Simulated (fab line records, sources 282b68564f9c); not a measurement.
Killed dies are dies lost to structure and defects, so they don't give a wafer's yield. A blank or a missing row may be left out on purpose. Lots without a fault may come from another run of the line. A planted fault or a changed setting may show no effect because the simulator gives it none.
fab line records | flow rit_cmos | part 1 of 2: steps 1 to 26 of 29
record lots=7 wafers=21 last_day=7
route steps=202 shown SDANNEAL@156 PSD@157 NSD@158 PLDD@159 NLDD@160 SILICIDE@161 CONTACT@168 M1@202
lots that met no fault: from a run of the same line without faults
start_h: hours from the record's first day to the start of the lot's first wafer shown | wait_h: hours since the lot's step before | " the same as in the row above | L1.1+2: a row that stands for several wafers | - no value, or no start given | * or withheld: withheld | < > ~ a bound
route shown NAME@n: a module of which the file shows steps, and the number in the route of the first | usual: mean/standard deviation of fault-free wafers | same: alike in all rows | chamber/n: place in a boat | sites: the reading at each site | _std_site: their standard deviation | _edge_site: outer sites' mean less inner sites' | radius_mm: how far each site lies from the wafer's centre | mask NAME#n: copy n | behind: the tool/chamber that last shaped the wafer | hold: why the lot was held/for how many hours/how that ended | device: the transistor (n, p or np) that didn't switch | end of line: the same wafers' tests at the end of the route | a step without rows: its recipe alone | killed: dies lost to structure and defects at the first sort, not the wafer's yield | map: a wafer's dies, x killed, . not, _ none there
set.NAME: the setting as run; set.NAME@STEP: as run at that earlier step | model.NAME: the simulator's own value behind a step, which no gauge read
lots at some steps of the route; a table a step, a row a wafer
services: from which hour (start_h, from the record's first day; less than 0 if before it) a tool's chamber was out of use, for how many hours, and why
## steps
# step RIT_SDANNEAL_RTA_03
# recipe temp_c=1050 time_s=5 idle_temp_c=600 ramp_up_c_per_s=342 ramp_down_c_per_s=171 cool_to_c=600 ambient=N2
# usual wafer_temp_C_max=1053.3/1.1
# columns lot.wafer tool chamber start_h wait_h wafer_temp_C_max
L110.1 rtp_anneal-01 0 69.53 0.0 1053.2
L110.2 " 0 " " 1052.4
L110.3 " 0 " " 1052.1
L116.1 rtp_anneal-01 0 91.85 0.0 1053.1
L116.3 " 0 " " 1053.6
L116.4 " 0 " " 1054.9
L117.2 rtp_anneal-02 0 99.97 0.0 1052.9
L117.3 " 0 " " 1054.5
L117.5 " 0 " " 1052.4
L119.1 rtp_anneal-02 0 110.28 0.0 1051.4
L119.2 " 0 " " 1053.6
L119.3 " 0 " " 1053.0
L120.1 rtp_anneal-01 0 115.58 0.0 1057.3
L120.3 " 0 " " 1053.4
L120.4 " 0 " " 1052.9
L123.1 rtp_anneal-02 0 129.70 0.0 1053.6
L123.2 " 0 " " 1052.8
L123.3 " 0 " " 1052.3
L129.4 rtp_anneal-02 0 158.49 0.0 1052.9
L129.5 " 0 " " 1055.0
L129.6 " 0 " " 1053.6
# step RIT_SDANNEAL_RS_MEAS_04
# recipe thk_meas_gauge=four-point-probe
# usual PSD_RS=115.8/0.34
# columns lot.wafer tool chamber start_h wait_h PSD_RS[ohm/sq]
L110.1 film_metro-02 - 69.59 0.0 114.9
L110.2 " - " " 115.4
L110.3 " - " " 115.3
L116.1 film_metro-01 - 91.91 0.0 116.7
L116.3 " - " " 116.5
L116.4 " - " " 116.4
L117.2 film_metro-04 - 100.04 0.1 116.3
L117.3 " - " " 115.9
L117.5 " - " " 115.8
L119.1 film_metro-01 - 110.34 0.0 116.2
L119.2 " - " " 116.0
L119.3 " - " " 116.0
L120.1 film_metro-01 - 115.63 0.0 115.4
L120.3 " - " " 115.8
L120.4 " - " " 115.8
L123.1 film_metro-02 - 129.76 0.0 115.2
L123.2 " - " " 115.1
L123.3 " - " " 115.6
L129.4 film_metro-02 - 158.58 0.1 115.8
L129.5 " - " " 115.6
L129.6 " - " " 115.8
# step RIT_SDANNEAL_RS_MEAS_05
# recipe thk_meas_gauge=four-point-probe
# usual NSD_RS=84.4/0.34
# columns lot.wafer tool chamber start_h wait_h NSD_RS[ohm/sq]
L110.1 film_metro-02 - 69.71 0.1 84.0
L110.2 " - " " 84.1
L110.3 " - " " 83.9
L116.1 film_metro-01 - 92.03 0.1 84.5
L116.3 " - " " 84.3
L116.4 " - " " 84.4
L117.2 film_metro-04 - 100.16 0.1 85.0
L117.3 " - " " 84.7
L117.5 " - " " 84.5
L119.1 film_metro-01 - 110.46 0.1 84.3
L119.2 " - " " 84.4
L119.3 " - " " 84.1
L120.1 film_metro-01 - 115.75 0.1 84.4
L120.3 " - " " 84.5
L120.4 " - " " 84.6
L123.1 film_metro-02 - 129.88 0.1 84.0
L123.2 " - " " 83.8
L123.3 " - " " 83.9
L129.4 film_metro-02 - 158.70 0.1 84.5
L129.5 " - " " 84.7
L129.6 " - " " 84.5
# step RIT_SDANNEAL_RS_MEAS_06
# recipe thk_meas_gauge=four-point-probe
# usual PLDD_RS=178.6/0.41
# columns lot.wafer tool chamber start_h wait_h PLDD_RS[ohm/sq]
L110.1 film_metro-02 - 69.83 0.1 177.9
L110.2 " - " " 177.7
L110.3 " - " " 178.1
L116.1 film_metro-01 - 92.15 0.1 178.3
L116.3 " - " " 178.6
L116.4 " - " " 178.3
L117.2 film_metro-04 - 100.28 0.1 178.6
L117.3 " - " " 178.9
L117.5 " - " " 178.6
L119.1 film_metro-01 - 110.58 0.1 179.0
L119.2 " - " " 178.9
L119.3 " - " " 179.2
L120.1 film_metro-01 - 115.87 0.1 178.5
L120.3 " - " " 178.7
L120.4 " - " " 178.6
L123.1 film_metro-02 - 130.00 0.1 178.6
L123.2 " - " " 177.9
L123.3 " - " " 178.7
L129.4 film_metro-02 - 158.82 0.1 178.5
L129.5 " - " " 178.2
L129.6 " - " " 178.3
# step RIT_SDANNEAL_RS_MEAS_07
# recipe thk_meas_gauge=four-point-probe
# usual NLDD_RS=151.7/0.57
# columns lot.wafer tool chamber start_h wait_h NLDD_RS[ohm/sq]
L110.1 film_metro-02 - 69.95 0.1 151.5
L110.2 " - " " 151.9
L110.3 " - " " 151.8
L116.1 film_metro-01 - 92.27 0.1 151.5
L116.3 " - " " 151.3
L116.4 " - " " 150.9
L117.2 film_metro-04 - 100.40 0.1 152.1
L117.3 " - " " 151.7
L117.5 " - " " 151.1
L119.1 film_metro-01 - 110.70 0.1 151.8
L119.2 " - " " 151.3
L119.3 " - " " 151.8
L120.1 film_metro-01 - 115.99 0.1 152.1
L120.3 " - " " 151.6
L120.4 " - " " 151.7
L123.1 film_metro-02 - 130.12 0.1 151.3
L123.2 " - " " 151.2
L123.3 " - " " 151.3
L129.4 film_metro-02 - 158.94 0.1 151.3
L129.5 " - " " 151.2
L129.6 " - " " 150.6
# step RIT_SILICIDE_WET_ETCH_00
# recipe chemistry=BOE target=SiO2 target_depth_nm=14 time_s=15 dry=n2_spin dilution=10:1 temp_c=21.5
# step RIT_SILICIDE_SPUTTER_01
# recipe material=Ti target_thk_nm=30 power_w=350 chamber_pressure_pa=0.667 gas=Ar time_s=240 substrate_temp_c=25
# usual throttle_valve_pct=30.7/1.4
# columns lot.wafer tool chamber start_h wait_h throttle_valve_pct
L110.1 pvd_sputter-01 - 70.08 0.0 30.7
L110.2 " - " " 32.0
L110.3 " - " " 28.1
L116.1 pvd_sputter-01 - 92.40 0.0 28.1
L116.3 " - " " 30.6
L116.4 " - " " 28.1
L117.2 pvd_sputter-04 - 100.51 0.0 32.9
L117.3 " - " " 30.0
L117.5 " - " " 30.3
L119.1 pvd_sputter-01 - 110.83 0.0 30.8
L119.2 " - " " 28.2
L119.3 " - " " 31.9
L120.1 pvd_sputter-02 - 116.13 0.0 30.7
L120.3 " - " " 30.2
L120.4 " - " " 33.1
L123.1 pvd_sputter-01 - 130.25 0.0 30.6
L123.2 " - " " 32.1
L123.3 " - " " 28.2
L129.4 pvd_sputter-02 - 159.01 0.0 30.7
L129.5 " - " " 30.7
L129.6 " - " " 33.1
# step RIT_SILICIDE_RS_MEAS_02
# recipe thk_meas_gauge=four-point-probe reads=Ti_of_SILICIDE_SPUTTER_01
# usual SILICIDE_TI_RS=48.2/0.68
# columns lot.wafer tool chamber start_h wait_h SILICIDE_TI_RS[ohm/sq]
L110.1 film_metro-03 - 70.23 0.1 47.6
L110.2 " - " " 48.1
L110.3 " - " " 48.0
L116.1 film_metro-04 - 92.55 0.1 49.7
L116.3 " - " " 48.4
L116.4 " - " " 49.6
L117.2 film_metro-03 - 100.68 0.1 47.4
L117.3 " - " " 46.4
L117.5 " - " " 47.3
L119.1 film_metro-04 - 110.98 0.1 48.5
L119.2 " - " " 49.0
L119.3 " - " " 48.7
L120.1 film_metro-02 - 116.28 0.1 47.6
L120.3 " - " " 48.4
L120.4 " - " " 48.1
L123.1 film_metro-03 - 130.40 0.1 48.3
L123.2 " - " " 48.0
L123.3 " - " " 48.2
L129.4 film_metro-04 - 159.22 0.1 47.3
L129.5 " - " " 47.7
L129.6 " - " " 48.1
# step RIT_SILICIDE_THK_MEAS_03
# recipe thk_meas_gauge=xrf reads=Ti_of_SILICIDE_SPUTTER_01
# usual SILICIDE_TI_THK=29.6/0.37
# columns lot.wafer tool chamber start_h wait_h SILICIDE_TI_THK[nm]
L110.1 film_metro-03 - 70.35 0.1 30.1
L110.2 " - " " 29.6
L110.3 " - " " 29.6
L116.1 film_metro-04 - 92.67 0.1 29.0
L116.3 " - " " 29.6
L116.4 " - " " 29.1
L117.2 film_metro-03 - 100.79 0.1 29.9
L117.3 " - " " 30.6
L117.5 " - " " 30.2
L119.1 film_metro-04 - 111.10 0.1 29.4
L119.2 " - " " 29.2
L119.3 " - " " 29.3
L120.1 film_metro-02 - 116.40 0.1 29.7
L120.3 " - " " 29.5
L120.4 " - " " 29.5
L123.1 film_metro-03 - 130.52 0.1 29.6
L123.2 " - " " 29.7
L123.3 " - " " 29.6
L129.4 film_metro-04 - 159.31 0.1 30.1
L129.5 " - " " 29.9
L129.6 " - " " 29.7
# step RIT_SILICIDE_RTA_04
# recipe temp_c=650 time_s=10 idle_temp_c=25 ramp_up_s=5 ramp_down_s=5 cool_to_c=25 ambient=N2
# usual wafer_temp_C_max=652.8/0.71
# columns lot.wafer tool chamber start_h wait_h wafer_temp_C_max
L110.1 rtp_anneal-01 0 70.41 0.1 652.9
L110.2 " 0 " " 652.9
L110.3 " 0 " " 652.9
L116.1 rtp_anneal-02 0 92.73 0.1 653.6
L116.3 " 0 " " 652.9
L116.4 " 0 " " 653.6
L117.2 rtp_anneal-01 0 100.85 0.1 652.3
L117.3 " 0 " " 652.9
L117.5 " 0 " " 652.4
L119.1 rtp_anneal-01 0 111.16 0.1 652.3
L119.2 " 0 " " 652.4
L119.3 " 0 " " 652.4
L120.1 rtp_anneal-02 0 116.46 0.1 653.1
L120.3 " 0 " " 654.3
L120.4 " 0 " " 652.0
L123.1 rtp_anneal-01 0 130.58 0.1 652.6
L123.2 " 0 " " 652.2
L123.3 " 0 " " 651.9
L129.4 rtp_anneal-01 0 159.37 0.1 651.9
L129.5 " 0 " " 652.1
L129.6 " 0 " " 652.4
# step RIT_SILICIDE_WET_ETCH_05
# recipe chemistry=SPM target=Ti temp_c=90 time_s=120 dry=n2_spin
# step RIT_SILICIDE_RTA_06
# recipe temp_c=750 time_s=10 idle_temp_c=25 ramp_up_s=5 ramp_down_s=10 cool_to_c=25 ambient=N2
# usual wafer_temp_C_max=753.2/0.68
# columns lot.wafer tool chamber start_h wait_h wafer_temp_C_max
L110.1 rtp_anneal-02 0 70.52 0.0 752.8
L110.2 " 0 " " 752.7
L110.3 " 0 " " 752.8
L116.1 rtp_anneal-01 0 92.84 0.0 752.6
L116.3 " 0 " " 752.7
L116.4 " 0 " " 751.9
L117.2 rtp_anneal-02 0 100.96 0.0 753.8
L117.3 " 0 " " 753.1
L117.5 " 0 " " 754.0
L119.1 rtp_anneal-02 0 111.27 0.0 753.7
L119.2 " 0 " " 753.1
L119.3 " 0 " " 753.1
L120.1 rtp_anneal-01 0 116.56 0.0 754.4
L120.3 " 0 " " 753.2
L120.4 " 0 " " 753.1
L123.1 rtp_anneal-02 0 130.69 0.0 753.4
L123.2 " 0 " " 753.2
L123.3 " 0 " " 753.5
L129.4 rtp_anneal-02 0 159.48 0.0 754.3
L129.5 " 0 " " 754.9
L129.6 " 0 " " 753.4
# step RIT_CONTACT_CVD_00
# recipe material=SiO2 target_thk_nm=400 precursor=TEOS temp_c=390 time_s=61 rf_w=400
# usual heater_power_w=327/51
# columns lot.wafer tool chamber start_h wait_h heater_power_w
L110.1 pecvd-01 1 70.59 0.1 337
L110.2 " 2 " " 305
L110.3 " 0 " " 327
L116.1 pecvd-01 0 92.90 0.1 327
L116.3 " 1 " " 294
L116.4 " 0 " " 341
L116.1 pecvd-01 0 93.12 0.2 325
L116.3 " 1 " " 297
L116.4 " 0 " " 328
L117.2 pecvd-02 0 101.02 0.0 423
L117.3 " 2 " " 247
L117.5 " 2 " " 257
L117.2 pecvd-02 0 101.24 0.2 423
L117.3 " 2 " " 241
L117.5 " 2 " " 258
L119.1 pecvd-01 1 111.34 0.1 327
L119.2 " 0 " " 330
L119.3 " 2 " " 304
L120.1 pecvd-02 0 116.63 0.1 390
L120.3 " 1 " " 279
L120.4 " 2 " " 307
L120.1 pecvd-02 0 116.85 0.2 406
L120.3 " 1 " " 279
L120.4 " 2 " " 310
L123.1 pecvd-02 1 130.76 0.1 281
L123.2 " 2 " " 309
L123.3 " 0 " " 421
L129.4 pecvd-02 1 159.54 0.0 300
L129.5 " 0 " " 400
L129.6 " 2 " " 308
# step RIT_CONTACT_THK_MEAS_01
# recipe reads=SiO2_of_CONTACT_CVD_00
# usual CONTACT_TEOS_THK=400/4.9
# columns lot.wafer tool chamber start_h wait_h CONTACT_TEOS_THK[nm]
L110.1 film_metro-01 - 70.64 0.0 394
L110.2 " - " " 397
L110.3 " - " " 394
L116.1 film_metro-04 - 93.17 0.0 807
L116.3 " - " " 804
L116.4 " - " " 817
L117.2 film_metro-04 - 101.30 0.0 790
L117.3 " - " " 797
L117.5 " - " " 800
L119.1 film_metro-04 - 111.39 0.0 399
L119.2 " - " " 402
L119.3 " - " " 395
L120.1 film_metro-04 - 116.90 0.0 793
L120.3 " - " " 788
L120.4 " - " " 803
L123.1 film_metro-01 - 130.81 0.0 391
L123.2 " - " " 397
L123.3 " - " " 397
L129.4 film_metro-03 - 159.60 0.0 403
L129.5 " - " " 406
L129.6 " - " " 407
# step RIT_CONTACT_HMDS_02
# recipe prime_time_s=60 prime_temp_c=140
# step RIT_CONTACT_COAT_03
# recipe resist=NOVOLAK spin_rpm=3250 resist_thk_nm=987.5
# step RIT_CONTACT_SOFTBAKE_04
# recipe resist=NOVOLAK temp_c=90 time_s=60
# step RIT_CONTACT_EXPOSE_05
# recipe mask_id=M11 na=0.6 source_shape=conventional sigma_outer=0.5 target_cd_nm=1000 dose_mj=255
# step RIT_CONTACT_PEB_06
# recipe resist=NOVOLAK temp_c=withheld time_s=withheld
# step RIT_CONTACT_DEVELOP_07
# recipe resist=NOVOLAK develop_time_s=120 dev_temp_c=23
# step RIT_CONTACT_CD_MEAS_08
# recipe target_cd_nm=1000
# usual cd_nm=998.9/2
# columns lot.wafer tool chamber start_h wait_h cd_nm
L110.1 cd_sem-02 - 71.67 - 1000.8
L110.2 " - " " 1001.7
L110.3 " - " " 997.2
L116.1 cd_sem-02 - 94.20 - 998.7
L116.3 " - " " 998.6
L116.4 " - " " 997.5
L117.2 cd_sem-01 - 102.34 - 1001.6
L117.3 " - " " 999.0
L117.5 " - " " 1003.1
L119.1 cd_sem-02 - 112.41 - 999.7
L119.2 " - " " 1000.5
L119.3 " - " " 1002.5
L120.1 cd_sem-02 - 117.93 - 1001.4
L120.3 " - " " 1000.6
L120.4 " - " " 1001.5
L123.1 cd_sem-02 - 131.96 - 997.9
L123.2 " - " " 997.5
L123.3 " - " " 1000.2
L129.4 cd_sem-01 - 160.65 - 999.3
L129.5 " - " " 996.2
L129.6 " - " " 997.8
# step RIT_CONTACT_OVL_MEAS_09
# usual CONTACT_OVL=0.5/1.8
# columns lot.wafer tool chamber start_h wait_h CONTACT_OVL[nm]
L110.1 overlay-01 - 71.79 0.1 4.3
L110.2 " - " " 3.0
L110.3 " - " " 3.2
L116.1 overlay-01 - 94.32 0.1 1.9
L116.3 " - " " 1.4
L116.4 " - " " 1.0
L117.2 overlay-01 - 102.45 0.1 1.7
L117.3 " - " " 3.4
L117.5 " - " " 3.5
L119.1 overlay-02 - 112.53 0.1 -1.8
L119.2 " - " " -1.3
L119.3 " - " " -1.6
L120.1 overlay-01 - 118.05 0.1 -2.3
L120.3 " - " " -3.6
L120.4 " - " " -1.3
L123.1 overlay-02 - 132.08 0.1 1.2
L123.2 " - " " 1.2
L123.3 " - " " -0.5
L129.4 overlay-01 - 160.73 0.1 0.5
L129.5 " - " " -1.4
L129.6 " - " " -1.3
# step RIT_CONTACT_HARDBAKE_10
# recipe resist=NOVOLAK temp_c=140 time_s=60
# step RIT_CONTACT_ETCH_11
# recipe target_depth_a=4800 over_etch_frac=0.2 stop_on=TiSi2 chemistry=CHF3/CF4/Ar target=SiO2 CHF3_flow_sccm=50 cf4_flow_sccm=10 Ar_flow_sccm=100 O2_flow_sccm=5 pressure_mtorr=100 rf_w=200 time_s=320
# usual chamber_pressure_mTorr=100.00/0.093 drypump_motor_current_A=5.8/0.45 oes_product_au=0.987/0.017 throttle_valve_pct=8.91/0.1
# same over_etch_frac=0.2
# columns lot.wafer tool chamber start_h wait_h chamber_pressure_mTorr drypump_motor_current_A oes_product_au rf_hours_counter_h throttle_valve_pct model.CONTACT.feature_depth_nm model.etch.depth_nm
L110.1 rie_diel-02 3 71.97 0.1 100.12 6.2 0.981 14 8.66 393.3 393.3
L110.2 " 1 " " 100.17 5.9 0.973 7 8.95 397.3 397.3
L110.3 " 0 " " 100.01 6.2 1.009 141 9.08 394.3 394.3
L116.1 rie_diel-03 0 94.51 0.1 100.13 5.4 1.007 65 8.98 480.6 480.6
L116.3 " 1 " " 99.94 6.1 1.029 130 8.90 470.5 470.5
L116.4 " 0 " " 99.93 5.4 0.998 - 8.98 482.5 482.5
L117.2 rie_diel-02 3 102.63 0.1 100.04 6.1 0.990 15 8.64 485.5 485.5
L117.3 " 2 " " 100.14 4.8 0.989 76 8.94 478.3 478.3
L117.5 " 1 " " 99.79 5.9 0.980 - 8.94 485.4 485.4
L119.1 rie_diel-01 3 112.72 0.1 99.99 5.9 0.966 9 8.86 399.1 399.1
L119.2 " 2 " " 99.93 5.8 0.996 6 8.98 402.4 402.4
L119.3 " 1 " " 100.02 5.7 0.970 67 8.96 395 395
L120.1 rie_diel-03 2 118.23 0.1 99.89 5.0 1.010 37 8.81 473 473
L120.3 " 1 " " 99.84 6.1 1.029 130 8.89 471.7 471.7
L120.4 " 0 " " 100.09 5.5 1.000 65 8.98 483.6 483.6
L123.1 rie_diel-02 1 132.27 0.1 99.98 5.9 0.960 8 8.93 391.6 391.6
L123.2 " 2 " " 99.96 4.8 0.971 77 8.96 397.2 397.2
L123.3 " 0 " " 99.91 6.2 1.006 142 9.09 397 397
L129.4 rie_diel-01 1 160.90 0.1 100.05 5.7 0.970 68 8.96 402.6 402.6
L129.5 " 3 " " 100.01 5.9 0.971 - 8.84 406.2 406.2
L129.6 " 0 " " 100.06 6.4 0.986 - 8.97 407.1 407.1
# step RIT_CONTACT_STRIP_12
# recipe chemistry=O2 time_s=180 resist=NOVOLAK platen_temp_c=withheld power_w=500 pressure_mtorr=4000 o2_flow_sccm=4000
# usual chamber_pressure_mTorr=4000/3.8 drypump_motor_current_A=5.8/0.33
# columns lot.wafer tool chamber start_h wait_h chamber_pressure_mTorr drypump_motor_current_A rf_hours_counter_h
L110.1 plasma_asher-03 0 72.17 0.1 3996 5.8 42
L110.2 " 1 " " 4003 6.1 42
L110.3 " 0 " " 4000 5.9 -
L116.1 plasma_asher-04 1 94.70 0.1 4001 5.6 42
L116.3 " 0 " " 4003 6.0 -
L116.4 " 1 " " 4002 5.6 -
L117.2 plasma_asher-04 1 102.83 0.1 3999 5.6 43
L117.3 " 0 " " 3994 6.0 -
L117.5 " 1 " " 4005 5.5 -
L119.1 plasma_asher-04 1 112.91 0.1 4001 5.5 44
L119.2 " 0 " " 3997 6.0 44
L119.3 " 0 " " 4002 6.0 -
L120.1 plasma_asher-03 0 118.43 0.1 3996 5.9 0
L120.3 " 1 " " 4002 6.2 -
L120.4 " 0 " " 3998 5.8 -
L123.1 plasma_asher-03 1 132.46 0.1 4002 6.2 2
L123.2 " 0 " " 4006 5.9 2
L123.3 " 0 " " 3995 5.9 -
L129.4 plasma_asher-03 1 161.15 0.2 3998 6.1 -
L129.5 " 0 " " 4003 5.9 -
L129.6 " 1 " " 3999 6.2 -
# step RIT_CONTACT_CD_MEAS_90
# recipe target_cd_nm=1000
# usual cd_nm=999.0/2.1
# columns lot.wafer tool chamber start_h wait_h cd_nm
L110.1 cd_sem-01 - 72.34 0.1 1001.3
L110.2 " - " " 1002.1
L110.3 " - " " 997.3
L116.1 cd_sem-02 - 94.88 0.1 999.3
L116.3 " - " " 998.3
L116.4 " - " " 997.8
L117.2 cd_sem-01 - 103.02 0.1 1001.7
L117.3 " - " " 998.8
L117.5 " - " " 1003.4
L119.1 cd_sem-01 - 113.09 0.1 999.7
L119.2 " - " " 1000.6
L119.3 " - " " 1002.9
L120.1 cd_sem-01 - 118.60 0.1 1001.5
L120.3 " - " " 1000.0
L120.4 " - " " 1002.2
L123.1 cd_sem-01 - 132.64 0.1 997.3
L123.2 " - " " 997.4
L123.3 " - " " 1000.3
L129.4 cd_sem-01 - 161.33 0.1 999.0
L129.5 " - " " 996.2
L129.6 " - " " 998.6
## key
first_sign step=RIT_CONTACT_CVD_00 reading=visit direction=added
effect step=RIT_CONTACT_THK_MEAS_01 reading=CONTACT_TEOS_THK direction=up sigmas=82 usual=400 struck=800
effect step=RIT_M1_PROBE_99 reading=killed_at_contacts direction=up sigmas=99+ usual=0.0 struck=257
model_effect step=RIT_CONTACT_ETCH_11 value=CONTACT.feature_depth_nm without=402.2 struck=479
model_effect step=RIT_CONTACT_CLEAN_13 value=SiO2_of_CONTACT_CVD_00.thk_nm without=398.2 struck=795.7
more_kills_born_at RIT_CONTACT_ETCH_11@rie_diel-03=1543 RIT_CONTACT_ETCH_11@rie_diel-02=770
met_at RIT_CONTACT_CVD_00
struck_wafers L116.1,L116.3,L116.4,L117.2,L117.3,L117.5,L120.1,L120.3,L120.4
later_rows_left_out L116.1,L116.3,L116.4,L117.2,L117.3,L117.5,L120.1,L120.3,L120.4
tester_left_out L116,L117,L120
fault kind=repeated_step_whole tool=pecvd-01,pecvd-02,pecvd-04 chamber=- onset_h=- steps=RIT_CONTACT_CVD_00 times=1 scope=struck_lots_only
# tester_left_out: of these lots the tester's yield and bins aren't shown, on N5 and GAA mostly nor the transistor test; their killed dies are dies lost to structure and defects alone, not to doping, threshold or leakage, so they don't give the yield
# later_rows_left_out: the simulator's readings of these wafers behind a module that went badly wrong aren't trusted and aren't shown, but for the sort
